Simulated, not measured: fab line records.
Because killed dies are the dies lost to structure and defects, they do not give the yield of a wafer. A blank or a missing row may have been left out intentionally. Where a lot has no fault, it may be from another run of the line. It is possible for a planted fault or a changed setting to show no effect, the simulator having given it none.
fab line records	flow ritCmos
[record] lots = 6	wafers = 18	lastDay = 7
route steps=202 shown SDANNEAL@156 PSD@157 NSD@158 PLDD@159 NLDD@160 SILICIDE@161 CONTACT@168 M1@202
lots that met no fault: from a run of the same line without faults
startH: hours from the record's first day to the start of the lot's first wafer shown	waitH: hours from the lot's prior step to this one	" the same as in the row above	L1.1+2: a row that stands for several wafers	- either no value or no given start	* or withheld: withheld	< > ~ a bound
route shown NAME@n: NAME is a module with steps in the file, n the number in the route of the first one	usual: mean and standard deviation over wafers with no fault	same: alike in all rows	chamber/n: place in a boat	sites: the reading at each site	_std_site: the standard deviation of these	_edge_site: mean of outer sites minus mean of inner sites	radiusMm: how far each site lies from the wafer's centre	mask NAME#n: copy n	behind: the last tool/chamber to shape the wafer	hold: what put the lot on hold/how long, in hours/how the hold closed	device: the n, p or np transistor that did not switch	end of line: tests run on the same wafers once the route is complete	for a step that has no rows: nothing shown but its recipe	killed: count of dies lost to structure and defects at first sort (not the wafer's yield)	map: dies across one wafer; x = killed, . = not, _ = none there
set.NAME: the setting as run; set.NAME@STEP: as run at that earlier step	model.NAME: the simulator's own value behind a step, which no gauge read
certain route steps with their lots: each step a table, each wafer a row
services: the hour from which a tool's chamber was out of use, counted from the record's first day as startH (under 0 if before that day), plus the number of hours and why
[[steps]]
[step RIT_SDANNEAL_RTA_03]
[recipe] tempC = 1050	timeS = 5	idleTempC = 600	rampUpCPerS = 342	rampDownCPerS = 171	coolToC = 600	ambient = N2
[usual] wafer_temp_C_max = 1053.3/1.1
lot.wafer	tool	chamber	startH	waitH	wafer_temp_C_max
L654.1	rtpAnneal-01	0	56.77	0.0	1054.0
L654.2	"	0	"	"	1052.8
L654.4	"	0	"	"	1051.7
L660.1	rtpAnneal-01	0	84.24	0.0	1052.9
L660.4	"	0	"	"	1052.8
L660.5	"	0	"	"	1054.9
L663.2	rtpAnneal-02	0	99.22	0.0	1052.9
L663.3	"	0	"	"	1053.7
L663.6	"	0	"	"	1053.0
L670.2	rtpAnneal-01	0	135.36	0.0	1053.0
L670.5	"	0	"	"	1054.6
L670.6	"	0	"	"	1052.8
L671.1	rtpAnneal-02	0	145.62	0.0	1053.0
L671.3	"	0	"	"	1053.7
L671.5	"	0	"	"	1053.8
L676.1	rtpAnneal-01	0	165.12	0.0	1053.1
L676.2	"	0	"	"	1052.4
L676.3	"	0	"	"	1052.6
[step RIT_SDANNEAL_RS_MEAS_04]
[recipe] thkMeasGauge = four-point-probe
[usual] PSD_RS = 114.9/0.31
lot.wafer	tool	chamber	startH	waitH	PSD_RS[ohm/sq]
L654.1	filmMetro-03	-	56.83	0.0	115.1
L654.2	"	-	"	"	115.0
L654.4	"	-	"	"	114.7
L660.1	filmMetro-02	-	84.30	0.0	114.8
L660.4	"	-	"	"	115.2
L660.5	"	-	"	"	115.0
L663.2	filmMetro-03	-	99.34	0.1	114.8
L663.3	"	-	"	"	115.0
L663.6	"	-	"	"	114.9
L670.2	filmMetro-04	-	135.42	0.1	115.0
L670.5	"	-	"	"	114.9
L670.6	"	-	"	"	114.4
L671.1	filmMetro-03	-	145.67	0.0	115.2
L671.3	"	-	"	"	115.3
L671.5	"	-	"	"	115.1
L676.1	filmMetro-04	-	165.18	0.0	114.8
L676.2	"	-	"	"	115.0
L676.3	"	-	"	"	114.7
[step RIT_SDANNEAL_RS_MEAS_05]
[recipe] thkMeasGauge = four-point-probe
[usual] NSD_RS = 84.52/0.27
lot.wafer	tool	chamber	startH	waitH	NSD_RS[ohm/sq]
L654.1	filmMetro-03	-	56.95	0.1	84.84
L654.2	"	-	"	"	84.43
L654.4	"	-	"	"	84.47
L660.1	filmMetro-02	-	84.42	0.1	84.75
L660.4	"	-	"	"	84.61
L660.5	"	-	"	"	84.59
L663.2	filmMetro-03	-	99.46	0.1	84.74
L663.3	"	-	"	"	84.66
L663.6	"	-	"	"	84.51
L670.2	filmMetro-04	-	135.54	0.1	84.63
L670.5	"	-	"	"	84.79
L670.6	"	-	"	"	84.64
L671.1	filmMetro-03	-	145.79	0.1	85.09
L671.3	"	-	"	"	84.70
L671.5	"	-	"	"	84.70
L676.1	filmMetro-04	-	165.30	0.1	84.22
L676.2	"	-	"	"	84.07
L676.3	"	-	"	"	83.88
[step RIT_SDANNEAL_RS_MEAS_06]
[recipe] thkMeasGauge = four-point-probe
[usual] PLDD_RS = 179.2/0.5
lot.wafer	tool	chamber	startH	waitH	PLDD_RS[ohm/sq]
L654.1	filmMetro-03	-	57.07	0.1	180.3
L654.2	"	-	"	"	179.8
L654.4	"	-	"	"	179.8
L660.1	filmMetro-02	-	84.54	0.1	178.7
L660.4	"	-	"	"	178.8
L660.5	"	-	"	"	178.9
L663.2	filmMetro-03	-	99.58	0.1	178.9
L663.3	"	-	"	"	179.3
L663.6	"	-	"	"	179.0
L670.2	filmMetro-04	-	135.66	0.1	179.3
L670.5	"	-	"	"	178.9
L670.6	"	-	"	"	178.6
L671.1	filmMetro-03	-	145.91	0.1	179.1
L671.3	"	-	"	"	179.0
L671.5	"	-	"	"	178.9
L676.1	filmMetro-04	-	165.42	0.1	180.0
L676.2	"	-	"	"	180.2
L676.3	"	-	"	"	180.7
[step RIT_SDANNEAL_RS_MEAS_07]
[recipe] thkMeasGauge = four-point-probe
[usual] NLDD_RS = 149.7/0.45
lot.wafer	tool	chamber	startH	waitH	NLDD_RS[ohm/sq]
L654.1	filmMetro-03	-	57.19	0.1	149.2
L654.2	"	-	"	"	149.5
L654.4	"	-	"	"	149.6
L660.1	filmMetro-02	-	84.66	0.1	149.4
L660.4	"	-	"	"	149.9
L660.5	"	-	"	"	150.3
L663.2	filmMetro-03	-	99.70	0.1	150.1
L663.3	"	-	"	"	149.7
L663.6	"	-	"	"	150.4
L670.2	filmMetro-04	-	135.78	0.1	150.0
L670.5	"	-	"	"	149.5
L670.6	"	-	"	"	150.1
L671.1	filmMetro-03	-	146.03	0.1	149.3
L671.3	"	-	"	"	149.9
L671.5	"	-	"	"	149.4
L676.1	filmMetro-04	-	165.54	0.1	149.3
L676.2	"	-	"	"	149.6
L676.3	"	-	"	"	150.0
[step RIT_SILICIDE_WET_ETCH_00]
[recipe] chemistry = BOE	target = SiO2	targetDepthNm = 14	timeS = 15	dry = n2Spin	dilution = 10:1	tempC = 21.5
[step RIT_SILICIDE_SPUTTER_01]
[recipe] material = Ti	targetThkNm = 30	powerW = 350	chamberPressurePa = 0.667	gas = Ar	timeS = 240	substrateTempC = 25
[usual] throttleValvePct = 30.0/0.55
lot.wafer	tool	chamber	startH	waitH	throttleValvePct
L654.1	pvdSputter-01	-	57.33	0.0	30.4
L654.2	"	-	"	"	29.6
L654.4	"	-	"	"	30.6
L660.1	pvdSputter-03	-	84.79	0.0	30.0
L660.4	"	-	"	"	29.2
L660.5	"	-	"	"	29.8
L663.2	pvdSputter-01	-	99.81	0.0	30.8
L663.3	"	-	"	"	30.6
L663.6	"	-	"	"	30.4
L670.2	pvdSputter-01	-	135.90	0.0	30.0
L670.5	"	-	"	"	30.5
L670.6	"	-	"	"	30.0
L671.1	pvdSputter-03	-	146.17	0.0	29.1
L671.3	"	-	"	"	29.0
L671.5	"	-	"	"	30.0
L676.1	pvdSputter-01	-	165.67	0.0	29.6
L676.2	"	-	"	"	30.7
L676.3	"	-	"	"	29.8
[step RIT_SILICIDE_RS_MEAS_02]
[recipe] thkMeasGauge = four-point-probe	reads = Ti_of_SILICIDE_SPUTTER_01
[usual] SILICIDE_TI_RS = 48.1/0.52
lot.wafer	tool	chamber	startH	waitH	SILICIDE_TI_RS[ohm/sq]
L654.1	filmMetro-04	-	57.48	0.1	47.7
L654.2	"	-	"	"	47.3
L654.4	"	-	"	"	46.7
L660.1	filmMetro-01	-	84.94	0.1	47.8
L660.4	"	-	"	"	47.9
L660.5	"	-	"	"	47.5
L663.2	filmMetro-04	-	99.98	0.1	47.7
L663.3	"	-	"	"	48.0
L663.6	"	-	"	"	47.7
L670.2	filmMetro-01	-	136.07	0.1	47.5
L670.5	"	-	"	"	48.1
L670.6	"	-	"	"	47.7
L671.1	filmMetro-01	-	146.32	0.1	48.3
L671.3	"	-	"	"	48.4
L671.5	"	-	"	"	48.1
L676.1	filmMetro-01	-	165.82	0.1	48.3
L676.2	"	-	"	"	47.9
L676.3	"	-	"	"	48.2
[step RIT_SILICIDE_THK_MEAS_03]
[recipe] thkMeasGauge = xrf	reads = Ti_of_SILICIDE_SPUTTER_01
[usual] SILICIDE_TI_THK = 29.82/0.29
lot.wafer	tool	chamber	startH	waitH	SILICIDE_TI_THK[nm]
L654.1	filmMetro-04	-	57.60	0.1	30.02
L654.2	"	-	"	"	30.40
L654.4	"	-	"	"	30.47
L660.1	filmMetro-01	-	85.06	0.1	29.93
L660.4	"	-	"	"	29.66
L660.5	"	-	"	"	30.11
L663.2	filmMetro-04	-	100.09	0.1	29.93
L663.3	"	-	"	"	30.03
L663.6	"	-	"	"	30.08
L670.2	filmMetro-01	-	136.18	0.1	30.01
L670.5	"	-	"	"	29.65
L670.6	"	-	"	"	29.95
L671.1	filmMetro-01	-	146.44	0.1	29.72
L671.3	"	-	"	"	29.77
L671.5	"	-	"	"	29.87
L676.1	filmMetro-01	-	165.94	0.1	29.62
L676.2	"	-	"	"	29.93
L676.3	"	-	"	"	29.72
[step RIT_SILICIDE_RTA_04]
[recipe] tempC = 650	timeS = 10	idleTempC = 25	rampUpS = 5	rampDownS = 5	coolToC = 25	ambient = N2
[usual] wafer_temp_C_max = 653.1/1.2
lot.wafer	tool	chamber	startH	waitH	wafer_temp_C_max
L654.1	rtpAnneal-02	0	57.66	0.1	651.9
L654.2	"	0	"	"	651.7
L654.4	"	0	"	"	652.3
L660.1	rtpAnneal-02	0	85.12	0.1	653.1
L660.4	"	0	"	"	652.5
L660.5	"	0	"	"	652.1
L663.2	rtpAnneal-01	0	100.15	0.1	654.1
L663.3	"	0	"	"	653.5
L663.6	"	0	"	"	653.5
L670.2	rtpAnneal-02	0	136.24	0.1	652.1
L670.5	"	0	"	"	651.9
L670.6	"	0	"	"	651.4
L671.1	rtpAnneal-01	0	146.50	0.1	654.0
L671.3	"	0	"	"	654.2
L671.5	"	0	"	"	654.4
L676.1	rtpAnneal-02	0	166.00	0.1	652.1
L676.2	"	0	"	"	652.1
L676.3	"	0	"	"	652.2
[step RIT_SILICIDE_WET_ETCH_05]
[recipe] chemistry = SPM	target = Ti	tempC = 90	timeS = 120	dry = n2Spin
[step RIT_SILICIDE_RTA_06]
[recipe] tempC = 750	timeS = 10	idleTempC = 25	rampUpS = 5	rampDownS = 10	coolToC = 25	ambient = N2
[usual] wafer_temp_C_max = 753.4/1.4
lot.wafer	tool	chamber	startH	waitH	wafer_temp_C_max
L654.1	rtpAnneal-01	0	57.76	0.0	755.3
L654.2	"	0	"	"	754.1
L654.4	"	0	"	"	755.7
L660.1	rtpAnneal-01	0	85.23	0.0	755.8
L660.4	"	0	"	"	755.1
L660.5	"	0	"	"	754.7
L663.2	rtpAnneal-02	0	100.27	0.0	752.9
L663.3	"	0	"	"	752.9
L663.6	"	0	"	"	753.7
L670.2	rtpAnneal-01	0	136.35	0.0	753.6
L670.5	"	0	"	"	754.5
L670.6	"	0	"	"	754.2
L671.1	rtpAnneal-02	0	146.61	0.0	752.5
L671.3	"	0	"	"	752.7
L671.5	"	0	"	"	752.1
L676.1	rtpAnneal-01	0	166.17	0.0	755.6
L676.2	"	0	"	"	754.3
L676.3	"	0	"	"	754.0
[step RIT_CONTACT_CVD_00]
[recipe] material = SiO2	targetThkNm = 400	precursor = TEOS	tempC = 390	timeS = 62.96	rfW = 400
[usual] heaterPowerW = 380/61
lot.wafer	tool	chamber	startH	waitH	heaterPowerW
L654.1	pecvd-02	2	57.83	0.1	351
L654.2	"	1	"	"	320
L654.4	"	1	"	"	339
L660.1	pecvd-02	0	85.30	0.1	350
L660.4	"	0	"	"	359
L660.5	"	1	"	"	351
L663.2	pecvd-02	1	100.38	0.1	376
L663.3	"	2	"	"	368
L663.6	"	1	"	"	392
L670.2	pecvd-01	0	136.41	0.0	366
L670.5	"	1	"	"	472
L670.6	"	0	"	"	382
L671.1	pecvd-03	2	146.67	0.1	427
L671.3	"	1	"	"	391
L671.5	"	0	"	"	354
L676.1	pecvd-01	1	166.24	0.1	517
L676.2	"	0	"	"	374
L676.3	"	2	"	"	314
[step RIT_CONTACT_THK_MEAS_01]
[recipe] reads = SiO2_of_CONTACT_CVD_00
[usual] CONTACT_TEOS_THK = 413/5.4
lot.wafer	tool	chamber	startH	waitH	CONTACT_TEOS_THK[nm]
L654.1	filmMetro-01	-	57.91	0.1	403
L654.2	"	-	"	"	404
L654.4	"	-	"	"	416
L660.1	filmMetro-02	-	85.35	0.0	410
L660.4	"	-	"	"	412
L660.5	"	-	"	"	359
L663.2	filmMetro-01	-	100.44	0.0	353
L663.3	"	-	"	"	412
L663.6	"	-	"	"	359
L670.2	filmMetro-04	-	136.47	0.0	402
L670.5	"	-	"	"	410
L670.6	"	-	"	"	409
L671.1	filmMetro-02	-	146.72	0.0	406
L671.3	"	-	"	"	408
L671.5	"	-	"	"	413
L676.1	filmMetro-04	-	166.29	0.0	406
L676.2	"	-	"	"	405
L676.3	"	-	"	"	408
[step RIT_CONTACT_HMDS_02]
[recipe] primeTimeS = 60	primeTempC = 140
[step RIT_M1_PROBE_99]
[usual] killedAtContacts = 0.1/0.25	killedAtFrontEnd = 7.1/2.9	killedDies = 7.2/2.9	killedOpen = 3.6/1.9	killedShort = 3.5/1.9
[same] grossDies = 264	killed_at_M0_to_M3 = 0	killed_at_M4_up = 0	killedAtBackSide = 0	killedAtOther = 0
lot.wafer	tool	chamber	startH	waitH	killedAtContacts	killedAtFrontEnd	killedDies	killedOpen	killedShort
L663.2	prober-01	-	107.70	0.1	1	10	11	7	4
L663.3	prober-01	-	107.75	0.2	0	4	4	3	1
L663.6	prober-01	-	107.90	0.2	0	12	12	8	4
L670.2	prober-02	-	143.07	0.1	0	7	7	3	4
L670.6	prober-02	-	143.27	0.2	0	9	9	4	5
// killed by level:class
L663.2 GATE:geometricParticle:open=3 GATE:geometricParticle:short=3 FOX2:geometricParticle:open=2 FOX1:geometricParticle:open=1 REOX:geometricParticle:short=1 CONTACT:geometricParticle:open=1
L663.3 GATE:geometricParticle:open=1 REOX:geometricParticle:open=1 SPACER:geometricParticle:open=1 SILICIDE:geometricParticle:short=1
L663.6 GATE:geometricParticle:open=3 SPACER:geometricParticle:open=3 GATE:geometricParticle:short=2 FOX1:geometricParticle:open=1 REOX:geometricParticle:short=1 SPACER:geometricParticle:short=1 SILICIDE:geometricParticle:open=1
L670.2 GATE:geometricParticle:open=2 GATE:geometricParticle:short=2 FOX2:geometricParticle:short=1 SPACER:geometricParticle:short=1 SILICIDE:geometricParticle:open=1
L670.6 SILICIDE:geometricParticle:short=3 FOX2:geometricParticle:short=2 REOX:geometricParticle:open=2 GATE:geometricParticle:open=1 SILICIDE:geometricParticle:open=1
[[services]]
tool	chamber	startH	hours	kind
pvdSputter-03	-	35.80	0.5	repair
pecvd-02	0	50.70	9.6	repair
pvdSputter-01	-	95.55	3.5	repair
pecvd-02	-	108.68	2.8	pm
pvdSputter-01	-	122.45	3.9	repair
pecvd-02	-	123.35	1.2	repair
pecvd-03	-	126.53	14.6	pm
pecvd-02	2	138.91	5.6	repair
pecvd-03	1	163.44	6.5	repair
[[key]]
[firstSign] step = RIT_CONTACT_THK_MEAS_01	reading = CONTACT_TEOS_THK	direction = down	sigmas = 10	usual = 413	struck = 357
effect none on later readings
metAt RIT_CONTACT_CVD_00
struckWafers L660.5,L663.2,L663.6
testerLeftOut L660,L663
onsetBetween 57.83 85.30
[fault] kind = siteProfileDrift	tool = pecvd-02	chamber = 1	onsetH = 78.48	steps = RIT_CONTACT_CVD_00	basis = fraction	maxAbsDrift = 0.31941	slopeSharePerHr = 70.981	sitePattern = 0,0,0,0,0,-1,-1,-1,-1
// testerLeftOut: of these lots the tester's yield and bins aren't shown, on N5 and GAA mostly nor the transistor test; their killed dies are dies lost to structure and defects alone, not to doping, threshold or leakage, so they don't give the yield
